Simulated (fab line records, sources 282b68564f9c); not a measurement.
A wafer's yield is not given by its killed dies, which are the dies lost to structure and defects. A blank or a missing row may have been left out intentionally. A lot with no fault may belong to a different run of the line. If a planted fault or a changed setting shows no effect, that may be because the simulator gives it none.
fab line records :: flow rit_cmos
record
  lots=13
  wafers=39
  last_day=6
route steps=202 shown PWELL@42
lots untouched by any fault: they come from a run of this same line in which no faults occurred
start_h: hours from the record's opening day to when the first of the lot's shown wafers began :: wait_h: hours elapsed since this lot's preceding step :: " as in the row above :: L1.1+2: one row covering several wafers at once :: - no value, or no start was given :: * or withheld: withheld :: < > ~ a bound
route shown NAME@n: NAME is a module with steps in the file, n the number in the route of the first one :: usual: mean and standard deviation over wafers with no fault :: same: alike in all rows :: chamber/n: place in a boat :: sites: each site's reading :: _std_site: standard deviation of those values :: _edge_site: mean of outer sites minus mean of inner sites :: radius_mm: how far each site lies from the wafer's centre :: mask NAME#n: copy n :: behind: the tool/chamber that last shaped the wafer :: hold: the reason the lot was held/the length of the hold in hours/how it ended :: device: the n, p or np transistor that did not switch :: end of line: tests of these same wafers at the route's end :: a step given without rows: its recipe and nothing more :: killed: the dies lost at the first sort to structure and to defects; this is not the yield of the wafer :: map: the dies of a wafer, with x for killed, . for not killed, _ for no die there
set.NAME: the setting the step ran with; set.NAME@STEP: the setting that earlier step ran with :: model.NAME: the simulator's own value behind a step, which no gauge read
a sample of lots followed through the steps of the route, with each step as a table and each wafer as a row
services: from which hour (start_h, from the record's first day; less than 0 if before it) a tool's chamber was out of use, for how many hours, and why
## steps
# step RIT_PWELL_EXPOSE_03
# recipe
  mask_id=M3
  na=0.57
  target_cd_nm=43700
  dose_mj=250
# usual
  stage_vel_mm_s=500.02/0.25
lot.wafer: L271.1
tool: iline_stepper-01
chamber: 0
start_h: 33.09
wait_h: 0.2
mask: M3#0
stage_vel_mm_s: 499.83

lot.wafer: L271.2
tool: iline_stepper-01
chamber: 0
start_h: 33.09
wait_h: 0.2
mask: M3#0
stage_vel_mm_s: 499.81

lot.wafer: L271.5
tool: iline_stepper-01
chamber: 0
start_h: 33.09
wait_h: 0.2
mask: M3#0
stage_vel_mm_s: 499.99

lot.wafer: L273.2
tool: iline_stepper-02
chamber: 0
start_h: 42.88
wait_h: 0.1
mask: M3#0
stage_vel_mm_s: 499.76

lot.wafer: L273.3
tool: iline_stepper-02
chamber: 0
start_h: 42.88
wait_h: 0.1
mask: M3#0
stage_vel_mm_s: 500.08

lot.wafer: L273.4
tool: iline_stepper-02
chamber: 0
start_h: 42.88
wait_h: 0.1
mask: M3#0
stage_vel_mm_s: 499.76

lot.wafer: L274.3
tool: iline_stepper-01
chamber: 0
start_h: 46.69
wait_h: 0.2
mask: M3#0
stage_vel_mm_s: 500.07

lot.wafer: L274.4
tool: iline_stepper-01
chamber: 0
start_h: 46.69
wait_h: 0.2
mask: M3#0
stage_vel_mm_s: 500.14

lot.wafer: L274.6
tool: iline_stepper-01
chamber: 0
start_h: 46.69
wait_h: 0.2
mask: M3#0
stage_vel_mm_s: 499.89

lot.wafer: L275.2
tool: iline_stepper-02
chamber: 0
start_h: 52.96
wait_h: 0.2
mask: M3#0
stage_vel_mm_s: 499.94

lot.wafer: L275.4
tool: iline_stepper-02
chamber: 0
start_h: 52.96
wait_h: 0.2
mask: M3#0
stage_vel_mm_s: 499.89

lot.wafer: L275.6
tool: iline_stepper-02
chamber: 0
start_h: 52.96
wait_h: 0.2
mask: M3#0
stage_vel_mm_s: 500.50

lot.wafer: L276.1
tool: iline_stepper-02
chamber: 0
start_h: 56.25
wait_h: 0.1
mask: M3#0
stage_vel_mm_s: 500.10

lot.wafer: L276.2
tool: iline_stepper-02
chamber: 0
start_h: 56.25
wait_h: 0.1
mask: M3#0
stage_vel_mm_s: 500.18

lot.wafer: L276.4
tool: iline_stepper-02
chamber: 0
start_h: 56.25
wait_h: 0.1
mask: M3#0
stage_vel_mm_s: 500.39

lot.wafer: L277.1
tool: iline_stepper-01
chamber: 0
start_h: 62.39
wait_h: 0.2
mask: M3#0
stage_vel_mm_s: 499.87

lot.wafer: L277.5
tool: iline_stepper-01
chamber: 0
start_h: 62.39
wait_h: 0.2
mask: M3#0
stage_vel_mm_s: 500.13

lot.wafer: L277.6
tool: iline_stepper-01
chamber: 0
start_h: 62.39
wait_h: 0.2
mask: M3#0
stage_vel_mm_s: 500.17

lot.wafer: L278.1
tool: iline_stepper-02
chamber: 0
start_h: 67.52
wait_h: 0.2
mask: M3#0
stage_vel_mm_s: 499.96

lot.wafer: L278.2
tool: iline_stepper-02
chamber: 0
start_h: 67.52
wait_h: 0.2
mask: M3#0
stage_vel_mm_s: 499.92

lot.wafer: L278.5
tool: iline_stepper-02
chamber: 0
start_h: 67.52
wait_h: 0.2
mask: M3#0
stage_vel_mm_s: 500.08

lot.wafer: L279.1
tool: iline_stepper-02
chamber: 0
start_h: 73.41
wait_h: 0.1
mask: M3#0
stage_vel_mm_s: 500.08

lot.wafer: L279.3
tool: iline_stepper-02
chamber: 0
start_h: 73.41
wait_h: 0.1
mask: M3#0
stage_vel_mm_s: 499.94

lot.wafer: L279.5
tool: iline_stepper-02
chamber: 0
start_h: 73.41
wait_h: 0.1
mask: M3#0
stage_vel_mm_s: 500.10

lot.wafer: L280.2
tool: iline_stepper-01
chamber: 0
start_h: 76.59
wait_h: 0.2
mask: M3#0
stage_vel_mm_s: 499.94

lot.wafer: L280.4
tool: iline_stepper-01
chamber: 0
start_h: 76.59
wait_h: 0.2
mask: M3#0
stage_vel_mm_s: 500.03

lot.wafer: L280.5
tool: iline_stepper-01
chamber: 0
start_h: 76.59
wait_h: 0.2
mask: M3#0
stage_vel_mm_s: 500.01

lot.wafer: L281.2
tool: iline_stepper-02
chamber: 0
start_h: 81.55
wait_h: 0.2
mask: M3#0
stage_vel_mm_s: 499.87

lot.wafer: L281.3
tool: iline_stepper-02
chamber: 0
start_h: 81.55
wait_h: 0.2
mask: M3#0
stage_vel_mm_s: 500.20

lot.wafer: L281.4
tool: iline_stepper-02
chamber: 0
start_h: 81.55
wait_h: 0.2
mask: M3#0
stage_vel_mm_s: 500.11

lot.wafer: L282.2
tool: iline_stepper-01
chamber: 0
start_h: 86.75
wait_h: 0.2
mask: M3#0
stage_vel_mm_s: 499.85

lot.wafer: L282.3
tool: iline_stepper-01
chamber: 0
start_h: 86.75
wait_h: 0.2
mask: M3#0
stage_vel_mm_s: 499.83

lot.wafer: L282.4
tool: iline_stepper-01
chamber: 0
start_h: 86.75
wait_h: 0.2
mask: M3#0
stage_vel_mm_s: 500.24

lot.wafer: L283.1
tool: iline_stepper-01
chamber: 0
start_h: 93.45
wait_h: 0.1
mask: M2#0
stage_vel_mm_s: 500.16

lot.wafer: L283.2
tool: iline_stepper-01
chamber: 0
start_h: 93.45
wait_h: 0.1
mask: M2#0
stage_vel_mm_s: 500.11

lot.wafer: L283.3
tool: iline_stepper-01
chamber: 0
start_h: 93.45
wait_h: 0.1
mask: M2#0
stage_vel_mm_s: 500.03

lot.wafer: L287.3
tool: iline_stepper-02
chamber: 0
start_h: 113.11
wait_h: 0.2
mask: M3#0
stage_vel_mm_s: 500.49

lot.wafer: L287.5
tool: iline_stepper-02
chamber: 0
start_h: 113.11
wait_h: 0.2
mask: M3#0
stage_vel_mm_s: 500.18

lot.wafer: L287.6
tool: iline_stepper-02
chamber: 0
start_h: 113.11
wait_h: 0.2
mask: M3#0
stage_vel_mm_s: 500.11
# step RIT_PWELL_OVL_MEAS_06
# usual
  PWELL_OVL=-1.1/1.2
lot.wafer: L271.1
tool: overlay-02
chamber: -
start_h: 33.52
wait_h: -
PWELL_OVL[nm]: -2.6

lot.wafer: L271.2
tool: overlay-02
chamber: -
start_h: 33.52
wait_h: -
PWELL_OVL[nm]: 0.6

lot.wafer: L271.5
tool: overlay-02
chamber: -
start_h: 33.52
wait_h: -
PWELL_OVL[nm]: -1.4

lot.wafer: L273.2
tool: overlay-01
chamber: -
start_h: 43.29
wait_h: -
PWELL_OVL[nm]: 0.1

lot.wafer: L273.3
tool: overlay-01
chamber: -
start_h: 43.29
wait_h: -
PWELL_OVL[nm]: -1.2

lot.wafer: L273.4
tool: overlay-01
chamber: -
start_h: 43.29
wait_h: -
PWELL_OVL[nm]: 0.6

lot.wafer: L274.3
tool: overlay-02
chamber: -
start_h: 47.17
wait_h: -
PWELL_OVL[nm]: -1.1

lot.wafer: L274.4
tool: overlay-02
chamber: -
start_h: 47.17
wait_h: -
PWELL_OVL[nm]: -2.5

lot.wafer: L274.6
tool: overlay-02
chamber: -
start_h: 47.17
wait_h: -
PWELL_OVL[nm]: -1.9

lot.wafer: L275.2
tool: overlay-02
chamber: -
start_h: 53.37
wait_h: -
PWELL_OVL[nm]: -0.5

lot.wafer: L275.4
tool: overlay-02
chamber: -
start_h: 53.37
wait_h: -
PWELL_OVL[nm]: 0.1

lot.wafer: L275.6
tool: overlay-02
chamber: -
start_h: 53.37
wait_h: -
PWELL_OVL[nm]: -0.1

lot.wafer: L276.1
tool: overlay-01
chamber: -
start_h: 56.68
wait_h: -
PWELL_OVL[nm]: 1.3

lot.wafer: L276.2
tool: overlay-01
chamber: -
start_h: 56.68
wait_h: -
PWELL_OVL[nm]: 2.0

lot.wafer: L276.4
tool: overlay-01
chamber: -
start_h: 56.68
wait_h: -
PWELL_OVL[nm]: 1.9

lot.wafer: L277.1
tool: overlay-01
chamber: -
start_h: 62.82
wait_h: -
PWELL_OVL[nm]: -1.8

lot.wafer: L277.5
tool: overlay-01
chamber: -
start_h: 62.82
wait_h: -
PWELL_OVL[nm]: -1.8

lot.wafer: L277.6
tool: overlay-01
chamber: -
start_h: 62.82
wait_h: -
PWELL_OVL[nm]: -0.6

lot.wafer: L278.1
tool: overlay-01
chamber: -
start_h: 67.95
wait_h: -
PWELL_OVL[nm]: -2.5

lot.wafer: L278.2
tool: overlay-01
chamber: -
start_h: 67.95
wait_h: -
PWELL_OVL[nm]: -3.5

lot.wafer: L278.5
tool: overlay-01
chamber: -
start_h: 67.95
wait_h: -
PWELL_OVL[nm]: -2.0

lot.wafer: L279.1
tool: overlay-02
chamber: -
start_h: 73.84
wait_h: -
PWELL_OVL[nm]: 0.3

lot.wafer: L279.3
tool: overlay-02
chamber: -
start_h: 73.84
wait_h: -
PWELL_OVL[nm]: -0.4

lot.wafer: L279.5
tool: overlay-02
chamber: -
start_h: 73.84
wait_h: -
PWELL_OVL[nm]: -0.6

lot.wafer: L280.2
tool: overlay-01
chamber: -
start_h: 77.00
wait_h: -
PWELL_OVL[nm]: -0.8

lot.wafer: L280.4
tool: overlay-01
chamber: -
start_h: 77.00
wait_h: -
PWELL_OVL[nm]: -1.2

lot.wafer: L280.5
tool: overlay-01
chamber: -
start_h: 77.00
wait_h: -
PWELL_OVL[nm]: -0.2

lot.wafer: L281.2
tool: overlay-01
chamber: -
start_h: 82.09
wait_h: -
PWELL_OVL[nm]: -0.7

lot.wafer: L281.3
tool: overlay-01
chamber: -
start_h: 82.09
wait_h: -
PWELL_OVL[nm]: -2.4

lot.wafer: L281.4
tool: overlay-01
chamber: -
start_h: 82.09
wait_h: -
PWELL_OVL[nm]: -1.4

lot.wafer: L282.2
tool: overlay-02
chamber: -
start_h: 87.17
wait_h: -
PWELL_OVL[nm]: -2.8

lot.wafer: L282.3
tool: overlay-02
chamber: -
start_h: 87.17
wait_h: -
PWELL_OVL[nm]: -0.5

lot.wafer: L282.4
tool: overlay-02
chamber: -
start_h: 87.17
wait_h: -
PWELL_OVL[nm]: -2.0

lot.wafer: L283.1
tool: overlay-01
chamber: -
start_h: 93.88
wait_h: -
PWELL_OVL[nm]: -

lot.wafer: L283.2
tool: overlay-01
chamber: -
start_h: 93.88
wait_h: -
PWELL_OVL[nm]: -

lot.wafer: L283.3
tool: overlay-01
chamber: -
start_h: 93.88
wait_h: -
PWELL_OVL[nm]: -

lot.wafer: L287.3
tool: overlay-02
chamber: -
start_h: 113.56
wait_h: -
PWELL_OVL[nm]: 1.3

lot.wafer: L287.5
tool: overlay-02
chamber: -
start_h: 113.56
wait_h: -
PWELL_OVL[nm]: 2.3

lot.wafer: L287.6
tool: overlay-02
chamber: -
start_h: 113.56
wait_h: -
PWELL_OVL[nm]: 0.7
# step RIT_PWELL_TW_MEAS_10
# usual
  PWELL_TW=941/6.7
lot.wafer: L271.1
tool: film_metro-04
chamber: -
start_h: 34.13
wait_h: 0.1
PWELL_TW: 946

lot.wafer: L271.2
tool: film_metro-04
chamber: -
start_h: 34.13
wait_h: 0.1
PWELL_TW: 944

lot.wafer: L271.5
tool: film_metro-04
chamber: -
start_h: 34.13
wait_h: 0.1
PWELL_TW: 946

lot.wafer: L273.2
tool: film_metro-02
chamber: -
start_h: 43.91
wait_h: 0.1
PWELL_TW: 940

lot.wafer: L273.3
tool: film_metro-02
chamber: -
start_h: 43.91
wait_h: 0.1
PWELL_TW: 941

lot.wafer: L273.4
tool: film_metro-02
chamber: -
start_h: 43.91
wait_h: 0.1
PWELL_TW: 941

lot.wafer: L274.3
tool: film_metro-04
chamber: -
start_h: 47.79
wait_h: 0.1
PWELL_TW: 949

lot.wafer: L274.4
tool: film_metro-04
chamber: -
start_h: 47.79
wait_h: 0.1
PWELL_TW: 945

lot.wafer: L274.6
tool: film_metro-04
chamber: -
start_h: 47.79
wait_h: 0.1
PWELL_TW: 948

lot.wafer: L275.2
tool: film_metro-02
chamber: -
start_h: 53.99
wait_h: 0.1
PWELL_TW: 937

lot.wafer: L275.4
tool: film_metro-02
chamber: -
start_h: 53.99
wait_h: 0.1
PWELL_TW: 932

lot.wafer: L275.6
tool: film_metro-02
chamber: -
start_h: 53.99
wait_h: 0.1
PWELL_TW: 940

lot.wafer: L276.1
tool: film_metro-02
chamber: -
start_h: 57.29
wait_h: 0.1
PWELL_TW: 933

lot.wafer: L276.2
tool: film_metro-02
chamber: -
start_h: 57.29
wait_h: 0.1
PWELL_TW: 932

lot.wafer: L276.4
tool: film_metro-02
chamber: -
start_h: 57.29
wait_h: 0.1
PWELL_TW: 932

lot.wafer: L277.1
tool: film_metro-03
chamber: -
start_h: 63.43
wait_h: 0.1
PWELL_TW: 945

lot.wafer: L277.5
tool: film_metro-03
chamber: -
start_h: 63.43
wait_h: 0.1
PWELL_TW: 945

lot.wafer: L277.6
tool: film_metro-03
chamber: -
start_h: 63.43
wait_h: 0.1
PWELL_TW: 940

lot.wafer: L278.1
tool: film_metro-04
chamber: -
start_h: 68.56
wait_h: 0.1
PWELL_TW: 955

lot.wafer: L278.2
tool: film_metro-04
chamber: -
start_h: 68.56
wait_h: 0.1
PWELL_TW: 957

lot.wafer: L278.5
tool: film_metro-04
chamber: -
start_h: 68.56
wait_h: 0.1
PWELL_TW: 951

lot.wafer: L279.1
tool: film_metro-04
chamber: -
start_h: 74.45
wait_h: 0.1
PWELL_TW: 945

lot.wafer: L279.3
tool: film_metro-04
chamber: -
start_h: 74.45
wait_h: 0.1
PWELL_TW: 949

lot.wafer: L279.5
tool: film_metro-04
chamber: -
start_h: 74.45
wait_h: 0.1
PWELL_TW: 948

lot.wafer: L280.2
tool: film_metro-03
chamber: -
start_h: 77.62
wait_h: 0.1
PWELL_TW: 942

lot.wafer: L280.4
tool: film_metro-03
chamber: -
start_h: 77.62
wait_h: 0.1
PWELL_TW: 937

lot.wafer: L280.5
tool: film_metro-03
chamber: -
start_h: 77.62
wait_h: 0.1
PWELL_TW: 941

lot.wafer: L281.2
tool: film_metro-02
chamber: -
start_h: 82.71
wait_h: 0.1
PWELL_TW: 937

lot.wafer: L281.3
tool: film_metro-02
chamber: -
start_h: 82.71
wait_h: 0.1
PWELL_TW: 938

lot.wafer: L281.4
tool: film_metro-02
chamber: -
start_h: 82.71
wait_h: 0.1
PWELL_TW: 944

lot.wafer: L282.2
tool: film_metro-02
chamber: -
start_h: 87.78
wait_h: 0.1
PWELL_TW: 936

lot.wafer: L282.3
tool: film_metro-02
chamber: -
start_h: 87.78
wait_h: 0.1
PWELL_TW: 941

lot.wafer: L282.4
tool: film_metro-02
chamber: -
start_h: 87.78
wait_h: 0.1
PWELL_TW: 937

lot.wafer: L283.1
tool: film_metro-03
chamber: -
start_h: 94.49
wait_h: 0.1
PWELL_TW: 30

lot.wafer: L283.2
tool: film_metro-03
chamber: -
start_h: 94.49
wait_h: 0.1
PWELL_TW: 30

lot.wafer: L283.3
tool: film_metro-03
chamber: -
start_h: 94.49
wait_h: 0.1
PWELL_TW: 30

lot.wafer: L287.3
tool: film_metro-04
chamber: -
start_h: 114.18
wait_h: 0.1
PWELL_TW: 943

lot.wafer: L287.5
tool: film_metro-04
chamber: -
start_h: 114.18
wait_h: 0.1
PWELL_TW: 944

lot.wafer: L287.6
tool: film_metro-04
chamber: -
start_h: 114.18
wait_h: 0.1
PWELL_TW: 944
## services
tool: iline_stepper-01
chamber: -
start_h: 80.09
hours: 0.9
kind: repair

tool: iline_stepper-01
chamber: -
start_h: 103.95
hours: 2.1
kind: pm

tool: iline_stepper-01
chamber: -
start_h: 106.03
hours: -
kind: consumable_replace:lamp
## key
first_sign
  step=RIT_PWELL_EXPOSE_03
  reading=mask
  direction=changed
effect
  step=RIT_PWELL_OVL_MEAS_06
  reading=PWELL_OVL
  direction=missing
effect
  step=RIT_PWELL_TW_MEAS_10
  reading=PWELL_TW
  direction=down
  sigmas=99+
  usual=941
  struck=30
met_at RIT_PWELL_EXPOSE_03
struck_lots L283
sort_left_out L283.1,L283.2,L283.3
tester_left_out L283
onset_between 86.75 93.45
fault
  kind=wrong_mask
  tool=any
  chamber=-
  onset_h=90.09
  steps=RIT_PWELL_EXPOSE_03
  aux_copy=M2#0
  scope=struck_lots_only
# tester_left_out: of these lots the tester's yield and bins aren't shown, on N5 and GAA mostly nor the transistor test; their killed dies are dies lost to structure and defects alone, not to doping, threshold or leakage, so they don't give the yield
# sort_left_out: the simulated sort isn't trusted on such a fault, so these wafers' sort isn't shown, and their yield isn't known
